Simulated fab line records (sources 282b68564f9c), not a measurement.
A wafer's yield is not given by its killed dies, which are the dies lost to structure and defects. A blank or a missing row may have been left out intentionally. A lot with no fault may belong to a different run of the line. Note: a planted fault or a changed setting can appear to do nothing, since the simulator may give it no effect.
What tool caused it? -- flow rit_cmos -- Sampling: 15 lots, 45 wafers, 2 of 202 route steps

## WHAT THE GAUGES SHOWED, per wafer
The record lacks any reading of a measuring or inspecting step that a usual standard deviation could be used to judge.

## TOOL THAT RAN EACH LOT (tool first, then ch and the chambers of the sampled wafers, then the start)
lot,RIT_NLDD_HARDBAKE_07,RIT_M1_PROBE_99
L997,"litho_track-04 ch 0, day 3 10:07","prober-01, day 4 03:21"
L999,"litho_track-04 ch 0, day 3 15:24","prober-02, day 4 08:21"
L101,"litho_track-04 ch 0, day 3 23:52","prober-01, day 4 17:14"
L102,"litho_track-03 ch 0, day 4 08:36","prober-02, day 5 01:08"
L103,"litho_track-03 ch 0, day 4 11:00","prober-01, day 5 02:37"
L105,"litho_track-04 ch 0, day 4 13:40","prober-02, day 5 06:28"
L104,"litho_track-03 ch 0, day 4 15:29","prober-01, day 5 07:56"
L110,"litho_track-03 ch 0, day 5 12:01","prober-02, day 6 03:40"
L111,"litho_track-03 ch 0, day 5 17:17","prober-01, day 6 08:50"
L112,"litho_track-04 ch 0, day 5 22:17","prober-02, day 6 15:04"
L114,"litho_track-01 ch 0, day 6 06:05","prober-02, day 6 21:46"
L115,"litho_track-04 ch 0, day 6 13:13","prober-01, day 7 05:22"
L116,"litho_track-01 ch 0, day 6 17:07","prober-02, day 7 08:35"
L118,"litho_track-01 ch 0, day 7 07:40","prober-02, day 8 00:42"
L120,"litho_track-01 ch 0, day 7 16:37","prober-02, day 8 08:19"
- RIT_NLDD_HARDBAKE_07: time 60 s.
- RIT_M1_PROBE_99

## WHAT THE TOOLS THEMSELVES READ (means of the sampled wafers that have a number; where no wafer has one, the mark that the record gives instead)
RIT_NLDD_HARDBAKE_07.
lot,tool,chill_plate_temp_C (C),heater_power_total_W (W),plate_temp_C (C)
L997,litho_track-04,23.02,62.54,140.00
L999,litho_track-04,22.89,62.54,139.87
L101,litho_track-04,23.09,62.55,140.09
L102,litho_track-03,22.97,62.53,140.03
L103,litho_track-03,23.05,62.51,140.04
L105,litho_track-04,22.87,62.50,140.16
L104,litho_track-03,22.98,63.80,142.27
L110,litho_track-03,22.95,63.80,142.18
L111,litho_track-03,22.94,63.83,142.25
L112,litho_track-04,23.08,62.53,140.10
L114,litho_track-01,22.99,62.55,139.80
L115,litho_track-04,23.07,62.55,140.05
L116,litho_track-01,22.93,62.58,140.04
L118,litho_track-01,22.90,62.57,139.87
L120,litho_track-01,23.01,62.60,140.08

RIT_M1_PROBE_99.
lot,tool,killed_at_M0_to_M3,killed_at_contacts,killed_at_front_end,killed_dies,killed_open,killed_short
L997,prober-01,0.0,0.0,3,3,2.3,1.0
L999,prober-02,0.0,0.0,6,6,3.0,2.7
L101,prober-01,0.0,0.0,8,8,3.0,4.7
L102,prober-02,0.0,0.0,8,8,4.0,4.0
L103,prober-01,0.0,0.0,7,7,2.7,4.7
L105,prober-02,0.0,0.0,6,6,2.3,4.0
L104,prober-01,0.0,0.0,6,6,2.7,2.7
L110,prober-02,0.0,0.0,6,6,2.7,3.0
L111,prober-01,0.0,0.0,7,7,4.0,3.3
L112,prober-02,0.0,0.3,7,7,2.7,4.7
L114,prober-02,0.0,0.0,6,6,4.0,2.0
L115,prober-01,0.0,0.0,9,9,5.0,3.7
L116,prober-02,0.0,0.0,11,11,3.3,7.3
L118,prober-02,0.3,0.3,5,6,2.7,2.3
L120,prober-02,0.0,0.0,3,3,1.0,2.3

## THE ANSWER, worked out from the rows above alone
Rule: usual is defined by the lots themselves. Put in order of their means at a reading, lots are off if they are a third of the lots or fewer, leave a main group of 4 or more, and stand apart from it by a gap of 3 or more times the standard deviation of the main group's means; of several such gaps the widest counts. A main group whose means are all the same, to the digits that the tables above print for the reading, isn't used. Also off: a lot with no number at a reading for which 4 or more lots have one. Any other lot the step has rows for is counted as sound. After the gauges, taken in route order, come the tools' own readings; for these a lot's mean is taken, as printed above. The first step at which some lot is off is used, and at that step the reading that is off furthest; a lot without a number counts as furthest.
Off, at RIT_NLDD_HARDBAKE_07 on heater_power_total_W: L104, L110, L111. For the main group the mean is 62.55 W and the standard deviation 0.027.
A tool fits if, at that step or a process step before it, it ran every lot that is off, and no sound lot after the first of them. One fits: litho_track-03 at RIT_NLDD_HARDBAKE_07. A fault onset in the window from L103 (day 4 11:00, its last sound lot) to L104 (day 4 15:29, its first lot off) fits.
The tool's own readings at RIT_NLDD_HARDBAKE_07 bear it out: on the lots that are off they differ by more than 5 times the standard deviation of the sound lots' means. heater_power_total_W reads 63.81 W there against 62.55 W on the sound lots; plate_temp_C reads 142.23 C there against 140.01 C on the sound lots.

## WHAT WAS PUT IN BY THE SIMULATOR
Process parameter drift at RIT_NLDD_HARDBAKE_07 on litho_track-03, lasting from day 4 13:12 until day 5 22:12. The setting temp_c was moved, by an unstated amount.
Shown lots that were struck: L104, L110, L111. The rule above found the same.
